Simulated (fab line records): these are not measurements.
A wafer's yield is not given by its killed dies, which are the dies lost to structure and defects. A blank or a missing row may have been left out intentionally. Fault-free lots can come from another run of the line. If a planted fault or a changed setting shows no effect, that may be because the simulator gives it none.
fab line records -- flow rit-cmos
record: lots: 5, wafers: 23
route steps=202 shown SILICIDE@162 CONTACT@168 M1@184
start-h: start of the lot's first displayed wafer, in hours after the record's first day -- wait-h: hours elapsed since this lot's preceding step -- " identical to the entry in the row above -- L1.1+2: one row covering several wafers at once -- - no value, or no start was given -- * or withheld: withheld -- < > ~ a bound
route shown NAME@n: a module of which the file shows steps, and the number in the route of the first -- usual: mean/standard deviation taken from wafers without a fault -- same: alike in all rows -- chamber/n: place in a boat -- sites: readings site by site -- _std_site: the standard deviation of these -- _edge_site: inner sites' mean taken away from outer sites' mean -- radius-mm: for every site, how far away it sits from the centre of the wafer -- mask NAME#n: copy n -- behind: tool/chamber where the wafer was last shaped -- hold: reason for holding the lot/hours on hold/outcome of the hold -- device: whichever transistor did not switch (one of n, p or np) -- end of line: the tests these same wafers got at the end of their route -- step lacking rows: just its recipe -- killed: dies that structure and defects cost at the first sort, which is not the same as the wafer's yield -- map: a wafer's dies, marking killed ones x, the rest . and places with no die _
set.NAME: setting as actually run; set.NAME@STEP: the setting as run at that earlier step -- model.NAME: the simulator's own value behind a step, which no gauge read
lots whose settings were changed on purpose; a table a step, a row a wafer
== steps ==
step: RIT_SILICIDE_SPUTTER_01
recipe: material: Ti, target-thk-nm: 30, power-w: 350, chamber-pressure-pa: 0.667, gas: Ar, time-s: 240, substrate-temp-c: 25
lot.wafer,tool,chamber,start-h,wait-h,set.time-s,model.Ti_of_SILICIDE_SPUTTER_01.thk-nm
L074.1,pvd-sputter-03,-,51.16,0.0,240,29.87
L074.3,pvd-sputter-03,-,51.16,0.0,240,29.62
L074.4,pvd-sputter-03,-,51.16,0.0,240,30.08
L074.5,pvd-sputter-03,-,51.16,0.0,240,29.55
L074.6,pvd-sputter-03,-,51.16,0.0,240,29.79
L076.1,pvd-sputter-03,-,60.28,0.0,240,29.72
L076.2,pvd-sputter-03,-,60.28,0.0,240,29.81
L076.4,pvd-sputter-03,-,60.28,0.0,240,29.71
L076.5,pvd-sputter-03,-,60.28,0.0,240,29.56
L076.6,pvd-sputter-03,-,60.28,0.0,240,29.99
L077.1,pvd-sputter-02,-,67.03,0.0,240,30.46
L077.3,pvd-sputter-02,-,67.03,0.0,267.2,33.66
L077.4,pvd-sputter-02,-,67.03,0.0,267.2,33.68
L077.5,pvd-sputter-02,-,67.03,0.0,267.2,33.87
L077.6,pvd-sputter-02,-,67.03,0.0,240,30.45
L078.1,pvd-sputter-03,-,71.88,0.0,240,30.13
L078.3,pvd-sputter-03,-,71.88,0.0,240,29.64
L078.6,pvd-sputter-03,-,71.88,0.0,240,30.09
L079.1,pvd-sputter-02,-,76.42,0.0,240,30.29
L079.2,pvd-sputter-02,-,76.42,0.0,266.1,33.53
L079.3,pvd-sputter-02,-,76.42,0.0,240,30.13
L079.4,pvd-sputter-02,-,76.42,0.0,266.1,33.31
L079.5,pvd-sputter-02,-,76.42,0.0,266.1,33.35
step: RIT_SILICIDE_RS_MEAS_02
recipe: thk-meas-gauge: four-point-probe, reads: Ti_of_SILICIDE_SPUTTER_01
usual: SILICIDE_TI_RS: 47.9/0.54
lot.wafer,tool,chamber,start-h,wait-h,set.time-s@SILICIDE_SPUTTER_01,SILICIDE_TI_RS[ohm/sq]
L074.1,film-metro-04,-,51.31,0.1,240,48.3
L074.3,film-metro-04,-,51.31,0.1,240,48.7
L074.4,film-metro-04,-,51.31,0.1,240,47.8
L074.5,film-metro-04,-,51.31,0.1,240,48.9
L074.6,film-metro-04,-,51.31,0.1,240,48.4
L076.1,film-metro-04,-,60.43,0.1,240,48.5
L076.2,film-metro-04,-,60.43,0.1,240,48.2
L076.4,film-metro-04,-,60.43,0.1,240,48.6
L076.5,film-metro-04,-,60.43,0.1,240,48.8
L076.6,film-metro-04,-,60.43,0.1,240,47.9
L077.1,film-metro-01,-,67.18,0.1,240,47.0
L077.3,film-metro-01,-,67.18,0.1,267.2,41.4
L077.4,film-metro-01,-,67.18,0.1,267.2,41.5
L077.5,film-metro-01,-,67.18,0.1,267.2,41.2
L077.6,film-metro-01,-,67.18,0.1,240,47.1
L078.1,film-metro-01,-,72.03,0.1,240,47.6
L078.3,film-metro-01,-,72.03,0.1,240,48.6
L078.6,film-metro-01,-,72.03,0.1,240,47.7
L079.1,film-metro-01,-,76.57,0.1,240,47.3
L079.2,film-metro-01,-,76.57,0.1,266.1,41.6
L079.3,film-metro-01,-,76.57,0.1,240,47.6
L079.4,film-metro-01,-,76.57,0.1,266.1,42.1
L079.5,film-metro-01,-,76.57,0.1,266.1,41.9
step: RIT_SILICIDE_THK_MEAS_03
recipe: thk-meas-gauge: xrf, reads: Ti_of_SILICIDE_SPUTTER_01
usual: SILICIDE_TI_THK: 30.1/0.32
lot.wafer,tool,chamber,start-h,wait-h,set.time-s@SILICIDE_SPUTTER_01,SILICIDE_TI_THK[nm]
L074.1,film-metro-04,-,51.43,0.1,240,30.0
L074.3,film-metro-04,-,51.43,0.1,240,29.7
L074.4,film-metro-04,-,51.43,0.1,240,30.3
L074.5,film-metro-04,-,51.43,0.1,240,29.6
L074.6,film-metro-04,-,51.43,0.1,240,29.9
L076.1,film-metro-04,-,60.55,0.1,240,29.9
L076.2,film-metro-04,-,60.55,0.1,240,30.0
L076.4,film-metro-04,-,60.55,0.1,240,29.8
L076.5,film-metro-04,-,60.55,0.1,240,29.7
L076.6,film-metro-04,-,60.55,0.1,240,30.3
L077.1,film-metro-01,-,67.30,0.1,240,30.6
L077.3,film-metro-01,-,67.30,0.1,267.2,33.9
L077.4,film-metro-01,-,67.30,0.1,267.2,33.9
L077.5,film-metro-01,-,67.30,0.1,267.2,34.1
L077.6,film-metro-01,-,67.30,0.1,240,30.5
L078.1,film-metro-01,-,72.15,0.1,240,30.3
L078.3,film-metro-01,-,72.15,0.1,240,29.7
L078.6,film-metro-01,-,72.15,0.1,240,30.0
L079.1,film-metro-01,-,76.69,0.1,240,30.2
L079.2,film-metro-01,-,76.69,0.1,266.1,33.5
L079.3,film-metro-01,-,76.69,0.1,240,30.2
L079.4,film-metro-01,-,76.69,0.1,266.1,33.2
L079.5,film-metro-01,-,76.69,0.1,266.1,33.4
step: RIT_CONTACT_CVD_00
recipe: material: SiO2, target-thk-nm: 400, precursor: TEOS, temp-c: 390, time-s: 61, rf-w: 400
lot.wafer,tool,chamber,start-h,wait-h,set.time-s,model.SiO2_of_CONTACT_CVD_00.thk-nm
L074.1,pecvd-01,0,51.66,0.1,51.96,346.3
L074.3,pecvd-01,1,51.66,0.1,61,395.2
L074.4,pecvd-01,0,51.66,0.1,61,402.4
L074.5,pecvd-01,1,51.66,0.1,61,399.9
L074.6,pecvd-01,2,51.66,0.1,51.96,343.6
L076.1,pecvd-02,2,60.78,0.1,61,392.4
L076.2+6,pecvd-02,"1,0",60.78,0.1,58.57,-
L076.4,pecvd-02,1,60.78,0.1,58.57,383
L076.5,pecvd-02,2,60.78,0.1,61,-
L077.1+4+6,pecvd-01,"2,1,0",67.61,0.1,61,-
L077.3,pecvd-01,1,67.61,0.1,61,395.9
L077.5,pecvd-01,2,67.61,0.1,61,406.5
L078.1,pecvd-03,2,72.45,0.1,61,395.8
L078.3,pecvd-03,0,72.45,0.1,61,397
L078.6,pecvd-03,0,72.45,0.1,61,404.7
L079.1+5,pecvd-02,"0,2",76.93,0.1,61,-
L079.2,pecvd-02,2,76.93,0.1,57.11,369.6
L079.3,pecvd-02,1,76.93,0.1,61,395.4
L079.4,pecvd-02,1,76.93,0.1,57.11,-
step: RIT_CONTACT_THK_MEAS_01
recipe: reads: SiO2_of_CONTACT_CVD_00
usual: CONTACT_TEOS_THK: 399/4.6
lot.wafer,tool,chamber,start-h,wait-h,set.time-s@CONTACT_CVD_00,CONTACT_TEOS_THK[nm]
L074.1,film-metro-03,-,51.71,0.0,51.96,346
L074.3,film-metro-03,-,51.71,0.0,61,395
L074.4,film-metro-03,-,51.71,0.0,61,403
L074.5,film-metro-03,-,51.71,0.0,61,400
L074.6,film-metro-03,-,51.71,0.0,51.96,343
L076.1,film-metro-02,-,60.83,0.0,61,393
L076.2,film-metro-02,-,60.83,0.0,58.57,379
L076.4,film-metro-02,-,60.83,0.0,58.57,383
L076.5,film-metro-02,-,60.83,0.0,61,397
L076.6,film-metro-02,-,60.83,0.0,58.57,380
L077.1,film-metro-04,-,67.66,0.0,61,401
L077.3,film-metro-04,-,67.66,0.0,61,396
L077.4,film-metro-04,-,67.66,0.0,61,401
L077.5,film-metro-04,-,67.66,0.0,61,406
L077.6,film-metro-04,-,67.66,0.0,61,411
L078.1,film-metro-03,-,72.50,0.0,61,396
L078.3,film-metro-03,-,72.50,0.0,61,397
L078.6,film-metro-03,-,72.50,0.0,61,405
L079.1,film-metro-03,-,76.98,0.0,61,392
L079.2,film-metro-03,-,76.98,0.0,57.11,370
L079.3,film-metro-03,-,76.98,0.0,61,396
L079.4,film-metro-03,-,76.98,0.0,57.11,379
L079.5,film-metro-03,-,76.98,0.0,61,398
step: RIT_CONTACT_DEVELOP_07
recipe: resist: NOVOLAK, develop-time-s: 120, dev-temp-c: 23
lot.wafer,tool,chamber,start-h,wait-h,set.develop-time-s
L074.1+3+4+5+6,litho-track-04,0,-,-,120
L076.1+2+6,litho-track-04,0,-,-,133.5
L076.4+5,litho-track-04,0,-,-,120
L077.1+3+4,litho-track-03,0,-,-,130.6
L077.5+6,litho-track-03,0,-,-,120
L078.1+3+6,litho-track-01,0,-,-,120
L079.1+4,litho-track-04,0,-,-,111.7
L079.2+3+5,litho-track-04,0,-,-,120
step: RIT_CONTACT_CD_MEAS_08
recipe: target-cd-nm: 1000
usual: cd-nm: 999.0/2
lot.wafer,tool,chamber,start-h,wait-h,set.develop-time-s@CONTACT_DEVELOP_07,cd-nm
L074.1,cd-sem-02,-,52.74,-,120,1000.2
L074.3,cd-sem-02,-,52.74,-,120,999.5
L074.4,cd-sem-02,-,52.74,-,120,999.3
L074.5,cd-sem-02,-,52.74,-,120,998.2
L074.6,cd-sem-02,-,52.74,-,120,1001.9
L076.1,cd-sem-02,-,61.98,-,133.5,1006.3
L076.2,cd-sem-02,-,61.98,-,133.5,1006.9
L076.4,cd-sem-02,-,61.98,-,120,998.7
L076.5,cd-sem-02,-,61.98,-,120,1000.0
L076.6,cd-sem-02,-,61.98,-,133.5,1005.4
L077.1,cd-sem-02,-,68.81,-,130.6,1005.7
L077.3,cd-sem-02,-,68.81,-,130.6,1003.3
L077.4,cd-sem-02,-,68.81,-,130.6,1003.8
L077.5,cd-sem-02,-,68.81,-,120,997.8
L077.6,cd-sem-02,-,68.81,-,120,995.9
L078.1,cd-sem-01,-,73.53,-,120,1002.2
L078.3,cd-sem-01,-,73.53,-,120,1002.4
L078.6,cd-sem-01,-,73.53,-,120,1000.9
L079.1,cd-sem-01,-,78.13,-,111.7,995.9
L079.2,cd-sem-01,-,78.13,-,120,1002.6
L079.3,cd-sem-01,-,78.13,-,120,1003.2
L079.4,cd-sem-01,-,78.13,-,111.7,994.6
L079.5,cd-sem-01,-,78.13,-,120,1003.6
step: RIT_CONTACT_HARDBAKE_10
recipe: resist: NOVOLAK, temp-c: 140, time-s: 60
step: RIT_CONTACT_ETCH_11
recipe: target-depth-a: 4800, over-etch-frac: 0.2, stop-on: TiSi2, chemistry: CHF3/CF4/Ar, target: SiO2, CHF3_flow_sccm: 50, cf4-flow-sccm: 10, Ar_flow_sccm: 100, O2_flow_sccm: 5, pressure-mtorr: 100, rf-w: 200, time-s: 320
lot.wafer,tool,chamber,start-h,wait-h,set.time-s@CONTACT_CVD_00,set.develop-time-s@CONTACT_DEVELOP_07,model.etch.depth-nm,model.CONTACT.feature-depth-nm,model.CONTACT.cd-nm
L074.1,rie-diel-02,0,53.05,0.1,51.96,120,346.3,346.3,1000
L074.3,rie-diel-02,3,53.05,0.1,61,120,395.2,395.2,999.5
L074.4,rie-diel-02,1,53.05,0.1,61,120,402.4,402.4,999.5
L074.5,rie-diel-02,0,53.05,0.1,61,120,399.9,399.9,998.3
L074.6,rie-diel-02,1,53.05,0.1,51.96,120,343.6,343.6,1002
L076.1,rie-diel-02,3,62.29,0.1,61,133.5,392.4,392.4,1006
L076.2,rie-diel-02,1,62.29,0.1,58.57,133.5,-,378.8,1006
L076.4,rie-diel-02,2,62.29,0.1,58.57,120,383,383,998.8
L076.5,rie-diel-02,3,62.29,0.1,61,120,-,397.5,1000
L076.6,rie-diel-02,2,62.29,0.1,58.57,133.5,-,380.1,1006
L077.1,rie-diel-01,2,69.11,0.1,61,130.6,-,400.5,1005
L077.3,rie-diel-01,3,69.11,0.1,61,130.6,395.9,395.9,1003
L077.4,rie-diel-01,1,69.11,0.1,61,130.6,-,400.6,1004
L077.5,rie-diel-01,3,69.11,0.1,61,120,406.5,406.5,997.6
L077.6,rie-diel-01,2,69.11,0.1,61,120,-,411.1,995.9
L078.1,rie-diel-02,2,73.84,0.1,61,120,395.8,395.8,1002
L078.3,rie-diel-02,0,73.84,0.1,61,120,397,397,1002
L078.6,rie-diel-02,0,73.84,0.1,61,120,404.7,404.7,1001
L079.1,rie-diel-03,1,78.44,0.1,61,111.7,-,392.4,995.8
L079.2,rie-diel-03,2,78.44,0.1,57.11,120,369.6,369.6,1003
L079.3,rie-diel-03,0,78.44,0.1,61,120,395.4,395.4,1003
L079.4,rie-diel-03,3,78.44,0.1,57.11,111.7,-,379,994.7
L079.5,rie-diel-03,1,78.44,0.1,61,120,-,397.5,1003
step: RIT_CONTACT_STRIP_12
recipe: chemistry: O2, time-s: 180, resist: NOVOLAK, platen-temp-c: withheld, power-w: 500, pressure-mtorr: 4000, o2-flow-sccm: 4000
step: RIT_CONTACT_CD_MEAS_90
recipe: target-cd-nm: 1000
usual: cd-nm: 999.0/2.1
lot.wafer,tool,chamber,start-h,wait-h,set.develop-time-s@CONTACT_DEVELOP_07,cd-nm
L074.1,cd-sem-01,-,53.42,0.1,120,1000.3
L074.3,cd-sem-01,-,53.42,0.1,120,999.5
L074.4,cd-sem-01,-,53.42,0.1,120,999.4
L074.5,cd-sem-01,-,53.42,0.1,120,998.1
L074.6,cd-sem-01,-,53.42,0.1,120,1002.2
L076.1,cd-sem-02,-,62.66,0.1,133.5,1006.6
L076.2,cd-sem-02,-,62.66,0.1,133.5,1006.2
L076.4,cd-sem-02,-,62.66,0.1,120,998.6
L076.5,cd-sem-02,-,62.66,0.1,120,1000.0
L076.6,cd-sem-02,-,62.66,0.1,133.5,1005.7
L077.1,cd-sem-02,-,69.48,0.1,130.6,1005.5
L077.3,cd-sem-02,-,69.48,0.1,130.6,1003.1
L077.4,cd-sem-02,-,69.48,0.1,130.6,1003.9
L077.5,cd-sem-02,-,69.48,0.1,120,997.9
L077.6,cd-sem-02,-,69.48,0.1,120,996.2
L078.1,cd-sem-02,-,74.20,0.1,120,1002.1
L078.3,cd-sem-02,-,74.20,0.1,120,1002.2
L078.6,cd-sem-02,-,74.20,0.1,120,1000.5
L079.1,cd-sem-01,-,78.81,0.1,111.7,996.0
L079.2,cd-sem-01,-,78.81,0.1,120,1003.1
L079.3,cd-sem-01,-,78.81,0.1,120,1003.0
L079.4,cd-sem-01,-,78.81,0.1,111.7,994.7
L079.5,cd-sem-01,-,78.81,0.1,120,1003.5
step: RIT_M1_SPUTTER_00
recipe: material: Al, target-thk-nm: 400, power-w: 2000, chamber-pressure-pa: 0.4, gas: Ar, time-s: 500, substrate-temp-c: 25
lot.wafer,tool,chamber,start-h,wait-h,set.time-s,model.Al_of_M1_SPUTTER_00.thk-nm
L074.1,pvd-sputter-01,-,53.89,0.0,500,404.7
L074.3,pvd-sputter-01,-,53.89,0.0,500,402.4
L074.4+6,pvd-sputter-01,-,53.89,0.0,500,400
L074.5,pvd-sputter-01,-,53.89,0.0,500,405.5
L076.1,pvd-sputter-01,-,63.15,0.0,500,398.8
L076.2,pvd-sputter-01,-,63.15,0.0,463.1,369.8
L076.4,pvd-sputter-01,-,63.15,0.0,500,399.4
L076.5,pvd-sputter-01,-,63.15,0.0,463.1,370
L076.6,pvd-sputter-01,-,63.15,0.0,463.1,366.4
L077.1,pvd-sputter-04,-,69.99,0.0,460.9,367.6
L077.3,pvd-sputter-04,-,69.99,0.0,500,396.3
L077.4,pvd-sputter-04,-,69.99,0.0,460.9,367.2
L077.5,pvd-sputter-04,-,69.99,0.0,500,397.9
L077.6,pvd-sputter-04,-,69.99,0.0,460.9,368
L078.1,pvd-sputter-01,-,74.71,0.0,500,401.8
L078.3,pvd-sputter-01,-,74.71,0.0,500,405.1
L078.6,pvd-sputter-01,-,74.71,0.0,500,400.5
L079.1,pvd-sputter-04,-,79.31,0.0,441.2,353
L079.2,pvd-sputter-04,-,79.31,0.0,500,401.5
L079.3,pvd-sputter-04,-,79.31,0.0,500,401.7
L079.4,pvd-sputter-04,-,79.31,0.0,441.2,351.8
L079.5,pvd-sputter-04,-,79.31,0.0,441.2,351.3
step: RIT_M1_RS_MEAS_01
recipe: thk-meas-gauge: four-point-probe, reads: Al_of_M1_SPUTTER_00
usual: M1_AL_RS: 0.0730/0.0006
lot.wafer,tool,chamber,start-h,wait-h,set.time-s@M1_SPUTTER_00,M1_AL_RS[ohm/sq]
L074.1,film-metro-02,-,54.18,0.1,500,0.0725
L074.3,film-metro-02,-,54.18,0.1,500,0.0731
L074.4,film-metro-02,-,54.18,0.1,500,0.0735
L074.5,film-metro-02,-,54.18,0.1,500,0.0724
L074.6,film-metro-02,-,54.18,0.1,500,0.0734
L076.1,film-metro-02,-,63.44,0.1,500,0.0736
L076.2,film-metro-02,-,63.44,0.1,463.1,0.0794
L076.4,film-metro-02,-,63.44,0.1,500,0.0737
L076.5,film-metro-02,-,63.44,0.1,463.1,0.0794
L076.6,film-metro-02,-,63.44,0.1,463.1,0.0801
L077.1,film-metro-02,-,70.28,0.1,460.9,0.0803
L077.3,film-metro-02,-,70.28,0.1,500,0.0741
L077.4,film-metro-02,-,70.28,0.1,460.9,0.0802
L077.5,film-metro-02,-,70.28,0.1,500,0.0738
L077.6,film-metro-02,-,70.28,0.1,460.9,0.0799
L078.1,film-metro-01,-,75.00,0.1,500,0.0732
L078.3,film-metro-01,-,75.00,0.1,500,0.0724
L078.6,film-metro-01,-,75.00,0.1,500,0.0732
L079.1,film-metro-03,-,79.60,0.1,441.2,0.0833
L079.2,film-metro-03,-,79.60,0.1,500,0.0733
L079.3,film-metro-03,-,79.60,0.1,500,0.0732
L079.4,film-metro-03,-,79.60,0.1,441.2,0.0839
L079.5,film-metro-03,-,79.60,0.1,441.2,0.0838
step: RIT_M1_THK_MEAS_02
recipe: thk-meas-gauge: xrf, reads: Al_of_M1_SPUTTER_00
usual: M1_AL_THK: 400/3.2
lot.wafer,tool,chamber,start-h,wait-h,set.time-s@M1_SPUTTER_00,M1_AL_THK[nm]
L074.1,film-metro-02,-,54.30,0.1,500,402
L074.3,film-metro-02,-,54.30,0.1,500,402
L074.4,film-metro-02,-,54.30,0.1,500,396
L074.5,film-metro-02,-,54.30,0.1,500,403
L074.6,film-metro-02,-,54.30,0.1,500,397
L076.1,film-metro-02,-,63.56,0.1,500,398
L076.2,film-metro-02,-,63.56,0.1,463.1,368
L076.4,film-metro-02,-,63.56,0.1,500,399
L076.5,film-metro-02,-,63.56,0.1,463.1,370
L076.6,film-metro-02,-,63.56,0.1,463.1,365
L077.1,film-metro-02,-,70.40,0.1,460.9,369
L077.3,film-metro-02,-,70.40,0.1,500,397
L077.4,film-metro-02,-,70.40,0.1,460.9,366
L077.5,film-metro-02,-,70.40,0.1,500,396
L077.6,film-metro-02,-,70.40,0.1,460.9,366
L078.1,film-metro-01,-,75.12,0.1,500,397
L078.3,film-metro-01,-,75.12,0.1,500,398
L078.6,film-metro-01,-,75.12,0.1,500,396
L079.1,film-metro-03,-,79.72,0.1,441.2,351
L079.2,film-metro-03,-,79.72,0.1,500,401
L079.3,film-metro-03,-,79.72,0.1,500,399
L079.4,film-metro-03,-,79.72,0.1,441.2,350
L079.5,film-metro-03,-,79.72,0.1,441.2,350
== key ==
split: step: RIT_SILICIDE_SPUTTER_01, setting: time-s, stated: 240, by: wafer
response: step: RIT_SILICIDE_SPUTTER_01, reading: model.Ti_of_SILICIDE_SPUTTER_01.thk-nm, change: +0.291, per: 1%, r: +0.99
response: step: RIT_SILICIDE_RS_MEAS_02, reading: SILICIDE_TI_RS, change: -0.507, per: 1%, r: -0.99
response: step: RIT_SILICIDE_THK_MEAS_03, reading: SILICIDE_TI_THK, change: +0.295, per: 1%, r: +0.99
split: step: RIT_CONTACT_CVD_00, setting: time-s, stated: 61, by: wafer
response: step: RIT_CONTACT_CVD_00, reading: model.SiO2_of_CONTACT_CVD_00.thk-nm, change: +3.65, per: 1%, r: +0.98
response: step: RIT_CONTACT_THK_MEAS_01, reading: CONTACT_TEOS_THK, change: +3.61, per: 1%, r: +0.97
response: step: RIT_CONTACT_ETCH_11, reading: model.etch.depth-nm, change: +3.65, per: 1%, r: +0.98
response: step: RIT_CONTACT_ETCH_11, reading: model.CONTACT.feature-depth-nm, change: +3.6, per: 1%, r: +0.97
split: step: RIT_CONTACT_DEVELOP_07, setting: develop-time-s, stated: 120, by: wafer
response: step: RIT_CONTACT_CD_MEAS_08, reading: cd-nm, change: +0.777, per: 1%, r: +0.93
response: step: RIT_CONTACT_ETCH_11, reading: model.CONTACT.cd-nm, change: +0.764, per: 1%, r: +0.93
response: step: RIT_CONTACT_CD_MEAS_90, reading: cd-nm, change: +0.771, per: 1%, r: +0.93
split: step: RIT_M1_SPUTTER_00, setting: time-s, stated: 500, by: wafer
response: step: RIT_M1_SPUTTER_00, reading: model.Al_of_M1_SPUTTER_00.thk-nm, change: +4.09, per: 1%, r: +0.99
response: step: RIT_M1_RS_MEAS_01, reading: M1_AL_RS, change: -0.000845, per: 1%, r: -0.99
response: step: RIT_M1_THK_MEAS_02, reading: M1_AL_THK, change: +4.1, per: 1%, r: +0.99
